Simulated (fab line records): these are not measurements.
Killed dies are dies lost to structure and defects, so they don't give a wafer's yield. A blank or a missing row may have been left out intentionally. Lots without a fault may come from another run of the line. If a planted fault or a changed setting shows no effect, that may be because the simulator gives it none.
Struck lot and sound lot, side by side || flow berkeley cmos170 || 17 out of 331 route steps
Sound: the wafers L143.2, L143.5, L143.6. Struck: wafers L142.1, L142.3, L142.5. The cause is named last.
Order at every step that has rows: each side's tool, ch and its chambers, its first start. Under that, the readings that differ: sound wafers || struck wafers || difference of the means || sigmas: that difference in standard deviations of wafers without a fault.
alike: words and numbers the same on both sides, and readings whose means are apart by under 2 such deviations; not compared: readings that were withheld, readings missing a value for some wafer, numbers with overlapping values and no deviation given by the record, and bounds like >300 which may hide the same value.
Wherever a step has rows on one side only, a row that says differs or no value, or a row with sigmas, the two part there. Numbers that don't overlap but have no deviation are shown without sigmas and don't part them. A reading that every wafer of one side lacks parts them only if that side has two wafers or more.

first, 2 steps without rows for these wafers: UCB170_NLDD_IMPLANT_08; UCB170_NLDD_IMPLANT_09.
UCB170_NLDD_STRIP_10: strips in O2.
  sound on plasma asher-01 ch 0,1, day 9 10:33; struck on plasma asher-03 ch 0,1, day 9 10:23
{"reading": "strip time to endpoint s (s)", "sound": "21.72 21.69 21.74", "struck": "21.57 21.60 21.60", "difference": -0.13, "sigmas": -2}
  alike: drypump motor current A, oes product au
  not compared: rf hours counter h
UCB170_NLDD_TW_MEAS_11:
  sound on film metro-03 at day 9 10:40; struck on film metro-01 at day 9 10:29
{"reading": "NLDD_TW", "sound": "2199 2194 2202", "struck": "2263 2263 2261", "difference": "+64", "sigmas": "+2"}
then, 1 step without rows for these wafers: UCB170_NLDD_CLEAN_12 (cleans in SPM, time 600 s).
UCB170_SPACER_CVD_00: deposits SiO2 from TEOS/O2, target thk 376 nm, time 47 s.
  sound on pecvd-02 ch 0,1,2, day 9 10:53; struck on pecvd-01 ch 0,1,2, day 9 10:43
  alike: heater power w
UCB170_SPACER_THK_MEAS_01:
  sound on film metro-01 at day 9 10:56; struck on film metro-04 at day 9 10:45
  alike: SPACER_TEOS_THK
then, 1 step without rows for these wafers: UCB170_SPACER_ANNEAL_02 (time 1800 s).
UCB170_SPACER_ETCHBACK_03: etches SiO2 in CHF3/CF4/Ar, stops on Si, target depth 376 nm, time 100 s.
  sound on rie diel-03 ch 0,1,3, day 9 16:59; struck on rie diel-04 ch 1,3, day 9 16:59
  alike: CHF3_flow_sccm, drypump motor current A, oes product au, throttle valve pct
  not compared: rf hours counter h
then, 3 steps without rows for these wafers: UCB170_PSD_HMDS_00 (prime time 60 s); UCB170_PSD_COAT_01 (resist thk 900 nm); UCB170_PSD_SOFTBAKE_02 (time 60 s).
UCB170_PSD_EXPOSE_03: exposes mask PSELECT MOD, target cd 1200 nm.
  sound on krf scanner-01 ch 0, day 9 17:59; struck on krf scanner-02 ch 0, day 9 17:44
{"reading": "exposure dose mJ cm2", "sound": "29.997 30.024 30.007", "struck": "27.667 27.635 27.619", "difference": -2.369, "sigmas": -82}
  alike: mask
then, 2 steps without rows for these wafers: UCB170_PSD_PEB_04; UCB170_PSD_DEVELOP_05 (develop time 45 s).
UCB170_PSD_CD_MEAS_06 targets a cd of 1200 nm.
  sound on cd sem-01 at day 9 18:23; struck on cd sem-01 at day 9 18:07
{"reading": "cd nm (nm)", "sound": "1197.9 1198.2 1198.6", "struck": "1184.9 1184.6 1184.5", "difference": -13.6, "sigmas": -10}
UCB170_PSD_OVL_MEAS_07:
  sound on overlay-02 at day 9 18:29; struck on overlay-01 at day 9 18:14
  alike: PSD_OVL

== WHERE THEY PART ==
Earliest at UCB170_NLDD_STRIP_10; latest, in this record, at UCB170_PSD_CD_MEAS_06. Later steps at which nothing parts them and some readings are alike: UCB170_PSD_OVL_MEAS_07.

WHY: what had been put in by the simulator
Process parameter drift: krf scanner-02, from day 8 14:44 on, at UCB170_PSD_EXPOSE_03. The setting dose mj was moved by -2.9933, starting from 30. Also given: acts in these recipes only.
